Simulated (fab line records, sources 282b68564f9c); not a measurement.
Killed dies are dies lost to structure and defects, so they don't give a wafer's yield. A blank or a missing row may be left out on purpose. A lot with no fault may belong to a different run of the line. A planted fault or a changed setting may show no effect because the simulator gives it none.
fab line records	flow rit-cmos
[record] lots = 6	wafers = 18	last-day = 7
route steps=202 shown M1@184
lots that met no fault: from a run of the same line without faults
start-h: start of the lot's first displayed wafer, in hours after the record's first day	wait-h: hours from the lot's prior step to this one	" unchanged from the row above	L1.1+2: several wafers, shown together as one row	- either no value or no given start	* or withheld: withheld	< > ~ a bound
route shown NAME@n: NAME is a module with steps in the file, n the number in the route of the first one	usual: mean/standard deviation taken from wafers without a fault	same: alike in all rows	chamber/n: place in a boat	sites: each site's reading	_std_site: their standard deviation	_edge_site: inner sites' mean taken away from outer sites' mean	radius-mm: how far each site lies from the wafer's centre	mask NAME#n: copy n	behind: the tool/chamber that last shaped the wafer	hold: what put the lot on hold/how long, in hours/how the hold closed	device: the transistor (n, p or np) that didn't switch	end of line: tests run on the same wafers once the route is complete	step lacking rows: just its recipe	killed: at the first sort, the dies lost to defects and structure; wafer yield is something else	map: the dies of a wafer, with x for killed, . for not killed, _ for no die there
set.NAME: the run value of the setting; set.NAME@STEP: its run value at that earlier step	model.NAME: the simulator's own value behind a step, which no gauge read
certain route steps with their lots: each step a table, each wafer a row
services: the hour from which a tool's chamber was out of use, counted from the record's first day as start-h (under 0 if before that day), plus the number of hours and why
[[steps]]
[step RIT_M1_SPUTTER_00]
[recipe] material = Al	target-thk-nm = 400	power-w = 2000	chamber-pressure-pa = 0.4	gas = Ar	time-s = 500	substrate-temp-c = 25
[usual] substrate-temp-c = 25.01/0.12	throttle-valve-pct = 30.5/1
lot.wafer	tool	chamber	start-h	wait-h	substrate-temp-c	throttle-valve-pct
L154.3	pvd-sputter-04	-	54.06	0.0	24.95	28.9
L154.4	"	-	"	"	24.96	30.8
L154.6	"	-	"	"	25.04	29.4
L158.3	pvd-sputter-04	-	74.54	0.0	25.08	30.4
L158.4	"	-	"	"	24.82	29.6
L158.5	"	-	"	"	24.85	29.5
L167.1	pvd-sputter-04	-	123.11	0.0	25.03	29.6
L167.2	"	-	"	"	25.35	30.8
L167.3	"	-	"	"	24.97	30.5
L170.4	pvd-sputter-01	-	133.79	0.0	24.93	31.3
L170.5	"	-	"	"	25.11	29.3
L170.6	"	-	"	"	25.07	31.8
L174.1	pvd-sputter-01	-	153.79	0.0	25.03	29.3
L174.2	"	-	"	"	25.07	31.4
L174.6	"	-	"	"	25.00	31.8
L175.3	pvd-sputter-03	-	157.34	0.0	25.14	30.4
L175.4	"	-	"	"	25.08	30.6
L175.6	"	-	"	"	25.36	29.1
[step RIT_M1_RS_MEAS_01]
[recipe] thk-meas-gauge = four-point-probe	reads = Al_of_M1_SPUTTER_00
[usual] M1_AL_RS = 0.0734/0.00078
lot.wafer	tool	chamber	start-h	wait-h	M1_AL_RS[ohm/sq]
L154.3	film-metro-04	-	54.39	0.2	0.0733
L154.4	"	-	"	"	0.0733
L154.6	"	-	"	"	0.0727
L158.3	film-metro-04	-	74.87	0.2	0.0728
L158.4	"	-	"	"	0.0728
L158.5	"	-	"	"	0.0725
L167.1	film-metro-04	-	123.40	0.1	0.0730
L167.2	"	-	"	"	0.0723
L167.3	"	-	"	"	0.0735
L170.4	film-metro-02	-	134.14	0.2	0.0735
L170.5	"	-	"	"	0.0728
L170.6	"	-	"	"	0.0726
L174.1	film-metro-04	-	154.08	0.1	0.0711
L174.2	"	-	"	"	0.0715
L174.6	"	-	"	"	0.0714
L175.3	film-metro-02	-	157.68	0.2	0.0742
L175.4	"	-	"	"	0.0732
L175.6	"	-	"	"	0.0731
[step RIT_M1_THK_MEAS_02]
[recipe] thk-meas-gauge = xrf	reads = Al_of_M1_SPUTTER_00
[usual] M1_AL_THK = 399/4.5
lot.wafer	tool	chamber	start-h	wait-h	M1_AL_THK[nm]
L154.3	film-metro-04	-	54.49	0.1	399
L154.4	"	-	"	"	399
L154.6	"	-	"	"	400
L158.3	film-metro-04	-	74.97	0.1	404
L158.4	"	-	"	"	402
L158.5	"	-	"	"	405
L167.1	film-metro-04	-	123.52	0.1	402
L167.2	"	-	"	"	410
L167.3	"	-	"	"	400
L170.4	film-metro-02	-	134.23	0.1	401
L170.5	"	-	"	"	402
L170.6	"	-	"	"	406
L174.1	film-metro-04	-	154.20	0.1	411
L174.2	"	-	"	"	410
L174.6	"	-	"	"	412
L175.3	film-metro-02	-	157.78	0.1	395
L175.4	"	-	"	"	400
L175.6	"	-	"	"	403
[step RIT_M1_HMDS_03]
[recipe] prime-time-s = 60	prime-temp-c = 140
[step RIT_M1_COAT_04]
[recipe] resist = NOVOLAK	spin-rpm = 2000	resist-thk-nm = 1300
[step RIT_M1_SOFTBAKE_05]
[recipe] resist = NOVOLAK	temp-c = 90	time-s = 60
[step RIT_M1_EXPOSE_06]
[recipe] mask-id = M12	na = 0.6	source-shape = conventional	sigma-outer = 0.5	target-cd-nm = 2600	dose-mj = 250
[step RIT_M1_PEB_07]
[recipe] resist = NOVOLAK	temp-c = withheld	time-s = withheld
[step RIT_M1_DEVELOP_08]
[recipe] resist = NOVOLAK	develop-time-s = 68	dev-temp-c = 23
[step RIT_M1_CD_MEAS_09]
[recipe] target-cd-nm = 2600
[usual] cd-nm = 2601.0/2.1
lot.wafer	tool	chamber	start-h	wait-h	cd-nm
L154.3	cd-sem-01	-	55.58	-	2601.3
L154.4	"	-	"	"	2601.6
L154.6	"	-	"	"	2604.4
L158.3	cd-sem-01	-	75.93	-	2596.4
L158.4	"	-	"	"	2598.9
L158.5	"	-	"	"	2599.6
L167.1	cd-sem-01	-	124.54	-	2597.2
L167.2	"	-	"	"	2597.3
L167.3	"	-	"	"	2597.5
L170.4	cd-sem-01	-	135.37	-	2602.3
L170.5	"	-	"	"	2601.2
L170.6	"	-	"	"	2601.9
L174.1	cd-sem-02	-	155.26	-	2600.1
L174.2	"	-	"	"	2603.1
L174.6	"	-	"	"	2602.0
L175.3	cd-sem-02	-	158.74	-	2602.4
L175.4	"	-	"	"	2599.4
L175.6	"	-	"	"	2600.0
[step RIT_M1_OVL_MEAS_10]
[usual] M1_OVL = -0.1/1.5
lot.wafer	tool	chamber	start-h	wait-h	M1_OVL[nm]
L154.3	overlay-02	-	55.67	0.1	1.1
L154.4	"	-	"	"	1.2
L154.6	"	-	"	"	-0.2
L158.3	overlay-02	-	76.02	0.1	-1.0
L158.4	"	-	"	"	0.5
L158.5	"	-	"	"	1.2
L167.1	overlay-02	-	124.66	0.1	-1.2
L167.2	"	-	"	"	-0.1
L167.3	"	-	"	"	-2.1
L170.4	overlay-02	-	135.45	0.1	2.2
L170.5	"	-	"	"	-0.9
L170.6	"	-	"	"	-1.4
L174.1	overlay-01	-	155.38	0.1	-3.5
L174.2	"	-	"	"	-2.1
L174.6	"	-	"	"	-2.9
L175.3	overlay-01	-	158.83	0.1	-1.3
L175.4	"	-	"	"	-1.8
L175.6	"	-	"	"	-1.9
[step RIT_M1_HARDBAKE_11]
[recipe] resist = NOVOLAK	temp-c = 140	time-s = 120
[step RIT_M1_METAL_ETCH_12]
[recipe] stop-on = SiO2	chemistry = Cl2/BCl3	target = Al	time-s = 165	over-etch-frac = 0.5	pressure-mtorr = 100	target-depth-a = 6000	rf-w = 250	Cl2_flow_sccm = 60	bcl3-flow-sccm = 50
[usual] drypump-motor-current-A = 5.6/0.61	oes-product-au = 0.769/0.01	rf-fwd-power-W = 249.1/0.73	throttle-valve-pct = 8.32/0.067
lot.wafer	tool	chamber	start-h	wait-h	drypump-motor-current-A	oes-product-au	rf-fwd-power-W	rf-hours-counter-h	throttle-valve-pct	model.NOVOLAK_of_M1_COAT_04.thk-nm
L154.3	rie-metal-04	1	56.00	0.2	5.1	0.762	248.6	-	8.32	806.5
L154.4	"	0	"	"	5.3	0.786	248.7	-	8.43	801
L154.6	"	1	"	"	5.1	0.770	248.8	-	8.33	802.5
L158.3	rie-metal-02	1	76.35	0.2	5.5	0.752	249.4	-	8.24	818
L158.4	"	0	"	"	5.1	0.769	248.7	-	8.27	813
L158.5	"	0	"	"	5.1	0.774	249.2	-	8.27	819.4
L167.1	rie-metal-02	1	124.94	0.2	5.5	0.759	247.8	3.4	8.25	813.5
L167.2	"	0	"	"	5.1	0.772	279.4	3.1	8.28	768.1
L167.3	"	1	"	"	5.5	0.758	248.2	-	8.25	814
L170.4	rie-metal-02	1	135.77	0.1	5.4	0.754	248.2	-	8.24	812.2
L170.5	"	1	"	"	5.4	0.759	248.5	-	8.24	814.9
L170.6	"	0	"	"	5.1	0.782	279.1	-	8.28	771.1
L174.1	rie-metal-04	1	155.67	0.2	5.0	0.774	249.1	3.4	8.32	808.2
L174.2	"	0	"	"	5.4	0.793	249.5	7.7	8.43	813.8
L174.6	"	1	"	"	5.1	0.774	249.0	-	8.33	809.5
L175.3	rie-metal-01	1	159.16	0.2	6.7	0.765	249.4	-	8.25	811.5
L175.4	"	0	"	"	6.3	0.767	249.9	-	8.31	808.4
L175.6	"	0	"	"	6.3	0.776	248.9	-	8.31	809.3
[step RIT_M1_STRIP_13]
[recipe] chemistry = nmp	resist = NOVOLAK	temp-c = 80	time-s = 600	dry = n2-spin
[step RIT_M1_STRIP_14]
[recipe] chemistry = O2	time-s = 180	platen-temp-c = withheld	power-w = 500	pressure-mtorr = 4000	o2-flow-sccm = 4000
[usual] drypump-motor-current-A = 5.6/0.33
lot.wafer	tool	chamber	start-h	wait-h	drypump-motor-current-A	rf-hours-counter-h
L154.3	plasma-asher-02	0	56.34	0.1	5.1	-
L154.4	"	1	"	"	5.9	-
L154.6	"	1	"	"	6.0	-
L158.3	plasma-asher-03	0	76.69	0.1	6.0	-
L158.4	"	1	"	"	5.4	-
L158.5	"	0	"	"	6.0	-
L167.1	plasma-asher-04	1	125.28	0.0	5.7	49
L167.2	"	0	"	"	5.5	49
L167.3	"	0	"	"	5.5	-
L170.4	plasma-asher-02	1	136.29	0.1	6.0	-
L170.5	"	0	"	"	5.2	-
L170.6	"	1	"	"	6.0	-
L174.1	plasma-asher-02	0	156.01	0.0	5.1	39
L174.2	"	1	"	"	5.9	39
L174.6	"	1	"	"	5.9	-
L175.3	plasma-asher-02	1	159.50	0.1	6.0	-
L175.4	"	0	"	"	5.1	-
L175.6	"	1	"	"	5.9	-
[step RIT_M1_CD_MEAS_90]
[recipe] target-cd-nm = 2600
[usual] cd-nm = 2602.0/2.6
lot.wafer	tool	chamber	start-h	wait-h	cd-nm
L154.3	cd-sem-01	-	56.50	0.1	2601.8
L154.4	"	-	"	"	2601.7
L154.6	"	-	"	"	2606.6
L158.3	cd-sem-01	-	76.85	0.1	2598.9
L158.4	"	-	"	"	2598.1
L158.5	"	-	"	"	2599.7
L167.1	cd-sem-01	-	125.46	0.1	2600.2
L167.2	"	-	"	"	2590.8
L167.3	"	-	"	"	2601.7
L170.4	cd-sem-01	-	136.46	0.1	2604.6
L170.5	"	-	"	"	2603.8
L170.6	"	-	"	"	2595.4
L174.1	cd-sem-01	-	156.18	0.1	2604.2
L174.2	"	-	"	"	2604.2
L174.6	"	-	"	"	2603.9
L175.3	cd-sem-01	-	159.66	0.1	2602.7
L175.4	"	-	"	"	2598.7
L175.6	"	-	"	"	2599.4
[step RIT_M1_ANNEAL_15]
[recipe] temp-c = 450	time-s = 1800	ambient = forming_gas_H2N2
[step RIT_M1_PROBE_99]
[usual] defect-limited-yield = 97.4/1.2	killed-at-contacts = 0.1/0.27	killed-at-front-end = 7/3.1	killed-dies = 7/3.1	killed-open = 3.6/2.3	killed-short = 3.2/2	sort_bin_3_pad_short = 0.1/0.22	sort_bin_5_function = 1.5/0.87	sort_bin_6_memory = 0.9/0.64	sort-n-pass = 257/3.1	sort-yield-pct = 97.4/1.2
[same] gross-dies = 264	killed_at_M0_to_M3 = 0	killed_at_M4_up = 0	killed-at-back-side = 0	killed-at-other = 0
lot.wafer	tool	chamber	start-h	wait-h	defect-limited-yield[%]	killed-at-contacts	killed-at-front-end	killed-dies	killed-open	killed-short	sort_bin_3_pad_short[%]	sort_bin_5_function[%]	sort_bin_6_memory[%]	sort-n-pass	sort-yield-pct[%]	model.etest.antenna-m1.vt-shift-v
L154.3	prober-02	-	58.66	0.2	97.3	0	7	7	6	1	0.4	1.5	0.8	257	97.3	-0.0122
L154.4	prober-02	-	58.71	0.2	97.0	0	8	8	3	5	0.8	0.8	1.5	256	97.0	-0.01157
L154.6	prober-02	-	58.81	0.2	95.1	0	13	13	7	6	0.4	3.4	1.1	251	95.1	-0.01085
L158.3	prober-01	-	79.18	0.2	97.3	0	7	7	6	1	0.4	1.5	0.8	257	97.3	-0.0126
L158.4	prober-01	-	79.23	0.2	96.6	0	9	9	7	2	0	1.9	1.5	255	96.6	-0.009572
L158.5	prober-01	-	79.28	0.2	96.6	0	9	9	5	4	0	1.9	1.5	255	96.6	-0.008465
L167.1	prober-02	-	127.20	0.1	98.1	0	5	5	2	3	0	1.5	0.4	259	98.1	-0.01185
L167.2	prober-02	-	127.25	0.1	95.8	0	11	11	4	7	0.4	2.3	1.5	253	95.8	-0.01594
L167.3	prober-02	-	127.30	0.2	97.3	0	7	7	1	6	0	2.7	0	257	97.3	-0.01289
L170.4	prober-01	-	138.29	0.2	97.0	0	8	8	2	6	0	1.9	1.1	256	97.0	-0.00925
L170.5	prober-01	-	138.34	0.2	96.2	0	10	10	5	5	0	2.7	1.1	254	96.2	-0.007149
L170.6	prober-01	-	138.39	0.2	98.5	0	4	4	2	2	0	1.1	0.4	260	98.5	-0.01862
L174.1	prober-01	-	157.92	0.1	97.3	0	7	7	1	6	0	2.3	0.4	257	97.3	-0.01363
L174.2	prober-01	-	157.97	0.1	95.8	0	11	11	8	3	0.4	1.1	2.7	253	95.8	-0.01307
L174.6	prober-01	-	158.17	0.2	97.0	0	8	8	6	2	0.4	1.5	1.1	256	97.0	-0.01897
L175.3	prober-02	-	161.46	0.2	98.9	0	3	3	1	2	0	0.8	0.4	261	98.9	-0.01006
L175.4	prober-02	-	161.51	0.2	98.9	0	3	3	1	2	0	0.4	0.8	261	98.9	-0.01026
L175.6	prober-02	-	161.61	0.2	98.1	1	4	5	1	4	0	1.1	0.8	259	98.1	-0.0123
// killed by level:class
L154.3 GATE:geometric-particle:open=3 SILICIDE:geometric-particle:open=2 FOX2:geometric-particle:open=1 REOX:geometric-particle:short=1
L154.4 SILICIDE:geometric-particle:open=2 SILICIDE:geometric-particle:short=2 FOX2:geometric-particle:open=1 GATE:geometric-particle:short=1 REOX:geometric-particle:short=1 SPACER:geometric-particle:short=1
L154.6 REOX:geometric-particle:open=5 GATE:geometric-particle:short=2 SPACER:geometric-particle:short=2 SILICIDE:geometric-particle:short=2 GATE:geometric-particle:open=1 SPACER:geometric-particle:open=1
L158.3 REOX:geometric-particle:open=2 SPACER:geometric-particle:open=2 FOX1:geometric-particle:open=1 GATE:geometric-particle:short=1 GATE:geometric-particle:open=1
L158.4 GATE:geometric-particle:open=4 REOX:geometric-particle:open=2 FOX2:geometric-particle:open=1 FOX2:geometric-particle:short=1 REOX:geometric-particle:short=1
L158.5 REOX:geometric-particle:short=2 REOX:geometric-particle:open=2 FOX2:geometric-particle:open=1 GATE:geometric-particle:open=1 GATE:geometric-particle:short=1 SILICIDE:geometric-particle:open=1 SILICIDE:geometric-particle:short=1
L167.1 FOX1:geometric-particle:short=1 FOX2:geometric-particle:short=1 REOX:geometric-particle:open=1 SPACER:geometric-particle:open=1 SILICIDE:geometric-particle:short=1
L167.2 GATE:geometric-particle:short=4 FOX2:geometric-particle:short=3 GATE:geometric-particle:open=2 FOX1:geometric-particle:open=1 SPACER:geometric-particle:open=1
L167.3 FOX1:geometric-particle:short=2 SPACER:geometric-particle:short=2 GATE:geometric-particle:short=1 REOX:geometric-particle:open=1 SILICIDE:geometric-particle:short=1
L170.4 REOX:geometric-particle:short=2 FOX1:geometric-particle:short=1 FOX2:geometric-particle:open=1 FOX2:geometric-particle:short=1 GATE:geometric-particle:open=1 GATE:geometric-particle:short=1 SILICIDE:geometric-particle:short=1
L170.5 REOX:geometric-particle:short=3 FOX1:geometric-particle:open=1 FOX2:geometric-particle:short=1 FOX2:geometric-particle:open=1 GATE:geometric-particle:open=1 REOX:geometric-particle:open=1 SILICIDE:geometric-particle:short=1 SILICIDE:geometric-particle:open=1
L170.6 FOX1:geometric-particle:short=1 FOX2:geometric-particle:open=1 GATE:geometric-particle:open=1 REOX:geometric-particle:short=1
L174.1 FOX1:geometric-particle:short=2 GATE:geometric-particle:short=2 FOX1:geometric-particle:open=1 SPACER:geometric-particle:short=1 SILICIDE:geometric-particle:short=1
L174.2 SILICIDE:geometric-particle:open=5 ACTIVE:geometric-particle:open=1 FOX2:geometric-particle:short=1 GATE:geometric-particle:short=1 REOX:geometric-particle:open=1 SPACER:geometric-particle:short=1 SPACER:geometric-particle:open=1
L174.6 SPACER:geometric-particle:open=2 SILICIDE:geometric-particle:open=2 FOX2:geometric-particle:open=1 GATE:geometric-particle:short=1 REOX:geometric-particle:open=1 SILICIDE:geometric-particle:short=1
L175.3 GATE:geometric-particle:open=1 GATE:geometric-particle:short=1 SILICIDE:geometric-particle:short=1
L175.4 GATE:geometric-particle:short=2 GATE:geometric-particle:open=1
L175.6 SPACER:geometric-particle:short=3 CONTACT:geometric-particle:short=1 FOX2:geometric-particle:open=1
[[services]]
tool	chamber	start-h	hours	kind
rie-metal-02	1	52.50	5.2	repair
pvd-sputter-04	-	54.55	1.0	repair
plasma-asher-03	-	108.75	9.0	pm
plasma-asher-03	0	108.75	9.0	vent-cycle
plasma-asher-03	1	108.75	9.0	vent-cycle
pvd-sputter-03	-	110.27	1.6	repair
plasma-asher-03	0	117.75	-	clean
plasma-asher-03	1	117.75	-	clean
rie-metal-01	-	125.85	0.5	repair
pvd-sputter-01	-	126.03	1.9	repair
rie-metal-01	-	141.85	2.8	pm
[[key]]
[first-sign] step = RIT_M1_METAL_ETCH_12	reading = rf-fwd-power-W	direction = up	sigmas = 41	usual = 249.1	struck = 279.2
[effect] step = RIT_M1_CD_MEAS_90	reading = cd-nm	direction = down	sigmas = 3.5	usual = 2602.0	struck = 2593.1
[model-effect] step = RIT_M1_METAL_ETCH_12	value = NOVOLAK_of_M1_COAT_04.thk-nm	without = 808.6	struck = 769.6
[model-effect] step = RIT_M1_PROBE_99	value = etest.antenna-m1.vt-shift-v	without = -0.009849	struck = -0.01728
met-at RIT_M1_METAL_ETCH_12
struck-wafers L167.2,L170.6
onset-between 76.35 124.94
[fault] kind = process-parameter-drift	tool = rie-metal-02	chamber = 0	onset-h = 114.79	steps = RIT_M1_METAL_ETCH_12	channel = rf-w	offset = 30	shape = step	end-h = 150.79	stated = 250
